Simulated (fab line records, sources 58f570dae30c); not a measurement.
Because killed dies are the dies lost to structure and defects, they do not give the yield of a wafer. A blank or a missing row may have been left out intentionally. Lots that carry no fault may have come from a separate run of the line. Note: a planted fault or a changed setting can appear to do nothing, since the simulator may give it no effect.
Shared-tool check -- flow berkeley_cmos170 -- 14 lots, 42 wafers sampled

REASON FOR OPENING
UCB170_SDANNEAL_RS_MEAS_02, reading PSD_RS: flagged on 2 of 14 lots. Fault-free wafers read 75.59 ohm/sq, with a standard deviation of 0.29.
Rule: a lot is flagged when every wafer of it that has a number lies more than 4 standard deviations from that mean, or none has a number. All remaining lots are regarded as sound.

lot,measured,on,"PSD_RS (ohm/sq), wafer by wafer",flag
L221,day 7 20:17,film_metro-02,76.15 76.11 75.84,
L225,day 9 00:32,film_metro-02,75.55 75.35 75.55,
L226,day 9 01:04,film_metro-03,75.53 75.14 75.27,
L223,day 9 01:11,film_metro-02,75.21 75.38 75.30,
L228,day 9 01:23,film_metro-01,75.96 75.83 75.96,
L227,day 9 01:40,film_metro-02,75.69 75.90 75.75,
L229,day 9 11:38,film_metro-03,75.43 75.29 75.37,
L231,day 10 05:50,film_metro-01,75.93 75.54 75.57,
L232,day 10 10:22,film_metro-03,75.20 75.31 75.44,
L230,day 10 10:43,film_metro-02,105.10 105.15 104.57,FLAGGED
L234,day 10 11:14,film_metro-02,104.82 105.15 104.94,FLAGGED
L241,day 11 20:02,film_metro-01,76.06 76.12 75.88,
L243,day 12 16:55,film_metro-01,75.84 75.92 75.90,
L244,day 13 01:07,film_metro-01,75.79 75.65 75.52,
The numbers of the flagged lots are 104.95 ohm/sq on average: +29.36 ohm/sq against the usual, or +99 or more standard deviations.

EACH LOT AND THE TOOL IT RAN ON
The record holds 2 process steps before the reading, out of a route of 331 steps. Each cell gives the tool, then ch followed by the chambers the sampled wafers passed through, then the start.
lot,flag,UCB170_BACKSIDE_STRIP_03,UCB170_SDANNEAL_RTA_01
L221,,"plasma_asher-01 ch 0,1, day 7 19:41","rtp_anneal-01 ch 0, day 7 20:10"
L225,,"plasma_asher-01 ch 0,1, day 9 00:07","rtp_anneal-01 ch 0, day 9 00:28"
L226,,"plasma_asher-01 ch 0,1, day 9 00:39","rtp_anneal-01 ch 0, day 9 01:00"
L223,,"plasma_asher-04 ch 0,1, day 9 00:42","rtp_anneal-02 ch 0, day 9 01:03"
L228,,"plasma_asher-02 ch 0, day 9 00:56","rtp_anneal-01 ch 0, day 9 01:19"
L227,,"plasma_asher-01 ch 0,1, day 9 01:11","rtp_anneal-01 ch 0, day 9 01:34"
L229,,"plasma_asher-02 ch 0,1, day 9 11:13","rtp_anneal-02 ch 0, day 9 11:34"
L231,,"plasma_asher-02 ch 1, day 10 05:25","rtp_anneal-01 ch 0, day 10 05:46"
L232,,"plasma_asher-02 ch 0,1, day 10 09:53","rtp_anneal-02 ch 0, day 10 10:19"
L230,FLAGGED,"plasma_asher-01 ch 0,1, day 10 10:19","rtp_anneal-01 ch 0, day 10 10:39"
L234,FLAGGED,"plasma_asher-02 ch 0,1, day 10 10:34","rtp_anneal-01 ch 0, day 10 11:01"
L241,,"plasma_asher-02 ch 0,1, day 11 19:37","rtp_anneal-02 ch 0, day 11 19:57"
L243,,"plasma_asher-04 ch 0,1, day 12 16:30","rtp_anneal-02 ch 0, day 12 16:51"
L244,,"plasma_asher-04 ch 0,1, day 13 00:43","rtp_anneal-02 ch 0, day 13 01:03"
What is done by these steps:
- UCB170_BACKSIDE_STRIP_03: strips in O2.
- UCB170_SDANNEAL_RTA_01: time 5 s.
- UCB170_SDANNEAL_RS_MEAS_02: measures by four-point-probe.

FLAGGED OVER TOTAL, TOOL BY TOOL (the gauges that took the reading come last)
step,tool,lots run,flagged,share of the flagged lots,sound lots run after its first flagged lot
UCB170_BACKSIDE_STRIP_03,plasma_asher-01,5,1,some,0
UCB170_BACKSIDE_STRIP_03,plasma_asher-02,6,1,some,1 (L241)
UCB170_BACKSIDE_STRIP_03,plasma_asher-04,3,0,none,-
UCB170_SDANNEAL_RTA_01,rtp_anneal-01,8,2,all,0
UCB170_SDANNEAL_RTA_01,rtp_anneal-02,6,0,none,-
UCB170_SDANNEAL_RS_MEAS_02,film_metro-01,5,0,none,-
UCB170_SDANNEAL_RS_MEAS_02,film_metro-02,6,2,all,0
UCB170_SDANNEAL_RS_MEAS_02,film_metro-03,3,0,none,-

WHAT IS ALLOWED BY THE TABLE
rtp_anneal-01 at UCB170_SDANNEAL_RTA_01 and film_metro-02 at UCB170_SDANNEAL_RS_MEAS_02 are the 2 rows of the table that ran each flagged lot.
- rtp_anneal-01 at UCB170_SDANNEAL_RTA_01 ran 8 lots, 2 of them flagged. A fault beginning between L231 (day 10 05:46), its last sound lot, and L230 (day 10 10:39), its first flagged one, fits the data.
- film_metro-02 at UCB170_SDANNEAL_RS_MEAS_02 ran 6 lots, 2 of them flagged. A fault beginning between L227 (day 9 01:40), its last sound lot, and L230 (day 10 10:43), its first flagged one, fits the data.
A lot count leaves these 2 tools indistinguishable: every one of them fits a fault beginning at some hour. More lots, or a look at what each step does to the wafer, might.

WHAT THE SIMULATOR HAD INSERTED
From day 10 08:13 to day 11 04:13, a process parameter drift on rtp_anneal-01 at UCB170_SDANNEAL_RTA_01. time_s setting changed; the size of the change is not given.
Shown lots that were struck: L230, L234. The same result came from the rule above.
